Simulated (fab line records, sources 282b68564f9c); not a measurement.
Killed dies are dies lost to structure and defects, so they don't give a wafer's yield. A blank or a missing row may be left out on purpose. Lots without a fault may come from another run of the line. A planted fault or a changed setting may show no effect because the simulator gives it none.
A struck lot beside a sound one | flow rit_cmos | 26 steps out of a route of 202
Sound: wafers L632.1, L632.5, L632.6. Struck: wafers L631.2, L631.5, L631.6. The cause comes at the end.
At each step with rows: each side's tool, then ch and its chambers, then its first start. Under that, the readings that differ: sound wafers | struck wafers | difference of the means | sigmas: that difference in standard deviations of wafers without a fault.
alike: readings whose means differ by less than 2 such deviations, and words and numbers that are the same on both sides. not compared: withheld readings, readings that some wafer has no value for, bounds like >300 that may hide the same value, and numbers for which the record gives no deviation and whose values overlap.
The two part at a step that has a row with sigmas, a row that says differs or no value, or rows on one side only. Numbers that don't overlap but have no deviation are shown without sigmas and don't part them. A reading that every wafer of one side lacks parts them only if that side has two wafers or more.

RIT_ACTIVE_BOW_MEAS_00:
  sound on film_metro-01, day 4 18:00; struck on film_metro-02, day 4 13:01
  alike: INCOMING_BOW
then, 1 step without rows for these wafers: RIT_ACTIVE_OXIDATION_01 (target thk 46.8 nm, ox time 3360 s).
RIT_ACTIVE_THK_MEAS_02:
  sound on film_metro-02, day 4 20:03; struck on film_metro-03, day 4 15:37
  alike: ACTIVE_OXIDE_THK
RIT_ACTIVE_CVD_03: deposits Si3N4 from SiH2Cl2/NH3, target thk 150 nm, time 1500 s.
  sound on lpcvd-02 ch 1, day 4 20:07; struck on lpcvd-01 ch 0, day 4 15:40
  reading                                  | sound             | struck            | difference | sigmas
  nh3_flow_sccm (sccm)                     | 150.0 149.6 149.7 | 179.8 180.0 179.0 | +29.8      | +73
  spike_tc_centre_C (C)                    | 812.3 812.3 807.5 | 815.3 812.5 812.8 | +2.8       | +2
  model.Si3N4_of_ACTIVE_CVD_03.thk_nm (nm) | 148.7 148.9 149.6 | 172 172.3 171.8   | +23        |
RIT_ACTIVE_THK_MEAS_04:
  sound on film_metro-02, day 4 21:32; struck on film_metro-03, day 4 17:19
  reading                 | sound             | struck            | difference | sigmas
  ACTIVE_NITRIDE_THK (nm) | 148.8 149.0 149.7 | 172.0 172.4 171.7 | +22.9      | +14
  not compared: hold
then, 5 steps without rows for these wafers: RIT_ACTIVE_COAT_06 (resist thk 1000 nm); RIT_ACTIVE_SOFTBAKE_07 (time 60 s); RIT_ACTIVE_EXPOSE_08 (exposes mask M1, target cd 1400 nm); RIT_ACTIVE_PEB_09; RIT_ACTIVE_DEVELOP_10 (develop time 50 s).
RIT_ACTIVE_CD_MEAS_11: target cd 1400 nm.
  sound on cd_sem-01, day 4 22:26; struck on cd_sem-01, day 4 20:50
  alike: cd_nm
then, 1 step without rows for these wafers: RIT_ACTIVE_HARDBAKE_12 (time 60 s).
RIT_ACTIVE_ETCH_13: etches Si3N4 in SF6, stops on SiO2, time 210 s, target depth 210 nm.
  sound on rie_diel-02 ch 0,1,2, day 4 22:43; struck on rie_diel-03 ch 0,1,2, day 4 21:10
  reading                            | sound             | struck            | difference | sigmas
  oes_product_au (a.u.)              | 0.820 0.797 0.830 | 0.891 0.868 0.876 | +0.063     | +5
  model.ACTIVE.feature_depth_nm (nm) | 149.8 148.9 149.6 | 172 172.3 171.8   | +23        |
  model.etch.depth_nm (nm)           | 148.7 148.9 149.6 | 172 172.3 171.8   | +23        |
  alike: drypump_motor_current_A, throttle_valve_pct
  not compared: rf_hours_counter_h
RIT_ACTIVE_STRIP_14: strips in O2, time 180 s.
  sound on plasma_asher-03 ch 0,1, day 4 22:50; struck on plasma_asher-02 ch 0,1, day 4 21:18
  alike: drypump_motor_current_A
  not compared: rf_hours_counter_h
RIT_ACTIVE_CD_MEAS_90: target cd 1400 nm.
  sound on cd_sem-01, day 4 23:01; struck on cd_sem-02, day 4 21:30
  alike: cd_nm
then, 4 steps without rows for these wafers: RIT_ACTIVE_CLEAN_15 (cleans in SC1, time 600 s); RIT_ACTIVE_CLEAN_16 (cleans in dHF, time 30 s); RIT_ACTIVE_CLEAN_17 (cleans in SC2, time 600 s); RIT_FOX1_OXIDATION_00 (target thk 350.7 nm, ox time 1130 s).
RIT_FOX1_THK_MEAS_01:
  sound on film_metro-02, day 5 00:56; struck on film_metro-04, day 4 23:20
  alike: FOX1_OXIDE_THK
then, 2 steps without rows for these wafers: RIT_FOX1_WET_ETCH_02 (etches SiO2 in BOE, target depth 350 nm, time 390 s); RIT_FOX2_OXIDATION_00 (target thk 350.7 nm, ox time 1130 s).
RIT_FOX2_THK_MEAS_01:
  sound on film_metro-01, day 5 03:17; struck on film_metro-03, day 5 00:57
  alike: FOX2_OXIDE_THK
RIT_FOX2_CLEAN_02: cleans in dHF, time 180 s.
  sound on wet_bench-02 ch 1, day 5 03:20; struck on wet_bench-02 ch 0, day 5 01:00
  reading                                  | sound             | struck            | difference | sigmas
  model.Si3N4_of_ACTIVE_CVD_03.thk_nm (nm) | 129.5 129.7 130.5 | 152.8 153.1 152.5 | +22.9      |
then, 1 step without rows for these wafers: RIT_FOX2_WET_ETCH_03 (etches Si3N4 in H3PO4, target depth 195 nm, time 2700 s).
RIT_M1_PROBE_99:
  sound on prober-01, day 6 18:11; struck on prober-02, day 6 21:18
  alike: killed_at_contacts, killed_at_front_end, killed_dies, killed_open, killed_short

WHERE THEY PART
First at RIT_ACTIVE_CVD_03; last, within this record, at RIT_ACTIVE_ETCH_13. Later steps at which nothing parts them and some readings are alike: RIT_ACTIVE_STRIP_14, RIT_ACTIVE_CD_MEAS_90, RIT_FOX1_THK_MEAS_01, RIT_FOX2_THK_MEAS_01, RIT_M1_PROBE_99.

WHY: what the simulator had put in
Process parameter drift: lpcvd-01, from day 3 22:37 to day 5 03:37, at RIT_ACTIVE_CVD_03. Setting nh3_flow_sccm, moved by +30, from 150. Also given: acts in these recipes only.
